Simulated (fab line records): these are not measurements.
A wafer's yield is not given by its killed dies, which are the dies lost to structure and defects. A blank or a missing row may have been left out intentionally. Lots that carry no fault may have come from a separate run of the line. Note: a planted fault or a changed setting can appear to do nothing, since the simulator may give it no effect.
Split-lot experiment    flow rit_cmos    23 wafers read from 5 lots, route of 202 steps

ABOUT THE SPLIT
At RIT_PSD_IMPLANT_08, the setting energy_kev was moved away from the recipe's 27 on 7 of the 23 wafers read, by -5.5% to +2.7%. This setting was run at the recipe's value on the other wafers.

FROM THE SPLIT TO THE READING: what the file shows between them, 3 steps
- RIT_SDANNEAL_CLEAN_01: cleans in dHF, time 30 s (also split here: time_s)
- RIT_SDANNEAL_CLEAN_02: cleans in SC2, time 600 s
- RIT_SDANNEAL_RTA_03: time 5 s

THE READING
At RIT_SDANNEAL_RS_MEAS_04, a four-point-probe measurement gives PSD_RS in ohm/sq. Typical for fault-free wafers on this fab line: 115.60 ohm/sq, with standard deviation 0.26 ohm/sq.

wafer   tool, chamber at the split  energy_kev as run  against the recipe  PSD_RS, ohm/sq  against lot-mates on the recipe
L075.1  implanter-02, 0             27                 recipe              115.57          -
L075.2  implanter-02, 0             25.52              -5.5%               119.17          +3.75
L075.3  implanter-02, 0             27                 recipe              115.27          -
L075.4  implanter-02, 0             25.52              -5.5%               118.91          +3.49
L075.6  implanter-02, 0             27                 recipe              115.41          -
L074.2  implanter-03, 0             27                 recipe              115.62          -
L074.3  implanter-03, 0             27                 recipe              115.64          -
L074.4  implanter-03, 0             27                 recipe              115.43          -
L074.5  implanter-03, 0             27                 recipe              115.67          -
L074.6  implanter-03, 0             27                 recipe              115.94          -
L076.3  implanter-01, 0             27                 recipe              115.66          -
L076.4  implanter-01, 0             27                 recipe              115.49          -
L076.5  implanter-01, 0             27                 recipe              115.78          -
L080.1  implanter-01, 0             25.91              -4.0%               117.74          +2.36
L080.2  implanter-01, 0             25.91              -4.0%               117.70          +2.32
L080.4  implanter-01, 0             27                 recipe              115.49          -
L080.5  implanter-01, 0             27                 recipe              115.27          -
L080.6  implanter-01, 0             25.91              -4.0%               117.84          +2.46
L084.2  implanter-03, 0             27                 recipe              115.59          -
L084.3  implanter-03, 0             27                 recipe              115.78          -
L084.4  implanter-03, 0             27.72              +2.7%               114.53          -1.05
L084.5  implanter-03, 0             27                 recipe              115.37          -
L084.6  implanter-03, 0             27.72              +2.7%               114.44          -1.14

FIT RESULTS
A straight line over all 23 wafers: PSD_RS changes by -0.563 ohm/sq for each +1% of energy_kev; r = -0.98; the points scatter about the line by 0.24 ohm/sq.
The same after taking each lot's own level away (the mean of its wafers on the recipe; 23 wafers): -0.593 ohm/sq for each +1%; r = -0.99; scatter 0.22 ohm/sq.
That fit puts the effect of the largest move of energy_kev on the reading at 3.3 ohm/sq.
The span of the lots' own levels, 115.380 to 115.660 ohm/sq, comes to 1.1 times the standard deviation stated above.
Hence the lot-to-lot level has little effect on the slope; both slopes agree.
Check: +3.18 ohm/sq against its lot-mates is what the line predicts for one of the wafers moved furthest among these (-5.5%) when that wafer is left out of the fit. It came out at +3.75 ohm/sq against them.

THE OTHER SPLITS THESE WAFERS WENT THROUGH
These wafers also went through other splits before the reading. Each is held against what the fit with the lots' levels taken away leaves over:
other split on the same wafers    wafers away from the commonest value  r with PSD_RS (lot level and that fit taken away)
RIT_NLDD_COAT_01 spin_rpm         11                                    +0.16
RIT_NLDD_IMPLANT_08 dose_cm2      8                                     -0.11
RIT_SPACER_CVD_03 pressure_mtorr  15                                    +0.04
RIT_SDANNEAL_CLEAN_01 time_s      18                                    +0.29

THE WHOLE CHAIN: every reading that the file lists as answering this split, in the file's order
step                     what it does                  reading                                                          change (the file's fit)                 r (the file's)
RIT_PSD_IMPLANT_08                                     implant.rp_nm (the simulator's own value, which no gauge read)   +0.179 nm for each +1% of the setting   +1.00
RIT_PSD_IMPLANT_08                                     implant.drp_nm (the simulator's own value, which no gauge read)  +0.0854 nm for each +1% of the setting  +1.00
RIT_SDANNEAL_RS_MEAS_04  measures by four-point-probe  PSD_RS                                                           -0.606 for each +1% of the setting      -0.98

FILE'S OWN FIT
PSD_RS changes by -0.606 ohm/sq for each +1% of energy_kev, r = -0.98.
